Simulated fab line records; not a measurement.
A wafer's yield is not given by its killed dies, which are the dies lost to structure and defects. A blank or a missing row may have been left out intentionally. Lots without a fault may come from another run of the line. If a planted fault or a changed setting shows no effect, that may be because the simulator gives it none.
Which tool did it? | flow rit_cmos | 13 lots with 39 wafers sampled at 5 steps, on a route of 202 steps

WHAT THE GAUGES SHOWED, per wafer
RIT_ACTIVE_THK_MEAS_02. Usual: for ACTIVE_OXIDE_THK the level is 46.8 nm and the standard deviation is 1.1.
lot  | measured    | on            | ACTIVE_OXIDE_THK (nm) | flag
L872 | day 1 12:04 | film_metro-04 | 48.0 48.5 47.9        |
L873 | day 1 17:46 | film_metro-04 | 47.2 47.2 47.5        |
L876 | day 2 08:04 | film_metro-02 | 44.8 45.5 45.9        |
L877 | day 2 13:04 | film_metro-02 | 48.8 48.9 48.1        |
L878 | day 2 18:04 | film_metro-03 | 46.8 46.5 46.4        |
L879 | day 2 23:04 | film_metro-03 | 45.7 45.7 45.5        |
L880 | day 3 04:03 | film_metro-03 | 46.1 46.8 46.4        |
L881 | day 3 09:07 | film_metro-02 | 46.2 45.7 46.4        |
L882 | day 3 14:04 | film_metro-02 | 47.4 47.5 48.2        |
L883 | day 3 19:03 | film_metro-03 | 47.0 47.3 47.1        |
L885 | day 4 05:04 | film_metro-04 | 46.4 47.7 46.1        |
L890 | day 5 06:15 | film_metro-03 | 38.5 38.0 38.9        | OFF
L894 | day 6 03:02 | film_metro-03 | 47.7 47.9 47.5        |

RIT_NSD_TW_MEAS_10. Usual: for NSD_TW the level is 3173 and the standard deviation is 28.
lot  | measured    | on            | NSD_TW         | flag
L872 | day 3 00:45 | film_metro-03 | 3205 3209 3228 |
L873 | day 3 05:11 | film_metro-03 | 3194 3181 3203 |
L876 | day 3 20:27 | film_metro-03 | 3211 3196 3204 |
L877 | day 4 01:51 | film_metro-03 | 3179 3193 3183 |
L878 | day 4 05:36 | film_metro-02 | 3155 3148 3156 |
L879 | day 4 09:37 | film_metro-03 | 3179 3176 3186 |
L880 | day 4 16:46 | film_metro-03 | 3161 3171 3180 |
L881 | day 4 23:22 | film_metro-04 | 3158 3161 3153 |
L882 | day 5 06:55 | film_metro-04 | 3148 3156 3178 |
L883 | day 5 07:07 | film_metro-02 | 3134 3137 3139 |
L885 | day 5 19:28 | film_metro-02 | 3120 3119 3147 |
L890 | day 6 18:48 | film_metro-03 | 3220 3217 3217 |
L894 | day 7 14:38 | film_metro-04 | 3167 3164 3177 |

RIT_CONTACT_CD_MEAS_90: target cd 1000 nm. Usual: cd_nm at 1000.1 nm, with a standard deviation of 2.3.
lot  | measured    | on        | cd_nm (nm)           | flag
L872 | day 3 05:40 | cd_sem-01 | 1000.0 998.7 998.9   |
L873 | day 3 10:08 | cd_sem-02 | 998.4 997.9 999.5    |
L876 | day 4 01:22 | cd_sem-02 | 1000.3 1000.4 998.9  |
L877 | day 4 06:41 | cd_sem-02 | 1001.5 1002.9 1003.2 |
L878 | day 4 10:35 | cd_sem-02 | 995.5 995.9 999.1    |
L879 | day 4 14:30 | cd_sem-02 | 996.7 998.8 998.5    |
L880 | day 4 21:35 | cd_sem-02 | 995.4 995.8 994.9    |
L881 | day 5 04:38 | cd_sem-02 | 999.9 997.7 999.1    |
L882 | day 5 12:03 | cd_sem-01 | 1000.1 1001.8 1000.8 |
L883 | day 5 12:17 | cd_sem-02 | 1000.2 1000.0 998.6  |
L885 | day 6 00:35 | cd_sem-02 | 1001.4 1000.3 1000.9 |
L890 | day 6 23:48 | cd_sem-02 | 1004.1 1003.1 1001.1 |
L894 | day 7 19:29 | cd_sem-02 | 1000.5 1000.2 1000.5 |

RIT_M1_BOW_MEAS_16. Usual: for M1_BOW the level is 16 um and the standard deviation is 6.9.
lot  | measured    | on            | M1_BOW (um) | flag
L872 | day 3 10:35 | film_metro-02 | 10 12 23    |
L873 | day 3 14:55 | film_metro-03 | 21 23 12    |
L876 | day 4 06:34 | film_metro-04 | 13 19 17    |
L877 | day 4 11:37 | film_metro-03 | 7 13 19     |
L878 | day 4 15:05 | film_metro-02 | 9 15 9      |
L879 | day 4 18:52 | film_metro-02 | 12 17 26    |
L880 | day 5 02:07 | film_metro-03 | 18 5 23     |
L881 | day 5 09:01 | film_metro-03 | 18 8 8      |
L882 | day 5 16:47 | film_metro-04 | 11 23 14    |
L883 | day 5 17:22 | film_metro-04 | 17 10 16    |
L885 | day 6 04:58 | film_metro-03 | 16 15 23    |
L890 | day 7 04:19 | film_metro-04 | 13 32 24    |
L894 | day 8 00:02 | film_metro-03 | 20 23 17    |

TOOL THAT RAN EACH LOT (tool first, then ch and the chambers of the sampled wafers, then the start)
lot  | RIT_ACTIVE_OXIDATION_01
L872 | furnace-02 ch 0, day 1 10:07
L873 | furnace-02 ch 0, day 1 15:50
L876 | furnace-04 ch 0, day 2 06:07
L877 | furnace-02 ch 0, day 2 11:07
L878 | furnace-01 ch 0, day 2 16:07
L879 | furnace-04 ch 0, day 2 21:07
L880 | furnace-01 ch 0, day 3 02:07
L881 | furnace-01 ch 0, day 3 07:10
L882 | furnace-01 ch 0, day 3 12:07
L883 | furnace-04 ch 0, day 3 17:07
L885 | furnace-02 ch 0, day 4 03:07
L890 | furnace-02 ch 0, day 5 04:18
L894 | furnace-01 ch 0, day 6 01:07
- RIT_ACTIVE_OXIDATION_01: target thk 46.8 nm, ox time 3360 s.

AS READ BY THE TOOLS THEMSELVES (means over the sampled wafers that have a number; for cases with no such wafer, the mark the record gives instead)
The record holds no such reading with a usual standard deviation.

THE ANSWER, worked out from the rows above alone
Rule: a lot is off if the mean of its wafers that have a number lies more than 3 standard deviations from the usual mean. Also off: a lot with no number at a reading for which 4 or more lots have one. The other lots that the step has rows for count as sound. The gauges are gone through in route order, then the tools' own readings, and for those a lot's mean is taken as printed above. At the first step where some lot is off, the reading lying furthest off is the one used; lots without a number count as furthest.
Off: L890, seen at RIT_ACTIVE_THK_MEAS_02 (ACTIVE_OXIDE_THK).
A tool fits if, at a process step before that reading, it ran every lot that is off, and no sound lot after the first of them. Gauges at RIT_ACTIVE_THK_MEAS_02: tried the same way as those tools. One fits: RIT_ACTIVE_OXIDATION_01 on furnace-02. A fault onset in the window from L885 (day 4 03:07, its last sound lot) to L890 (day 5 04:18, its first lot off) fits.

WHAT THE SIMULATOR PUT IN
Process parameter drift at RIT_ACTIVE_OXIDATION_01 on furnace-02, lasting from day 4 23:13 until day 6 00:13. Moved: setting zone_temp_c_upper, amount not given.
Shown lots that were struck: L890. Same finding as the rule above.
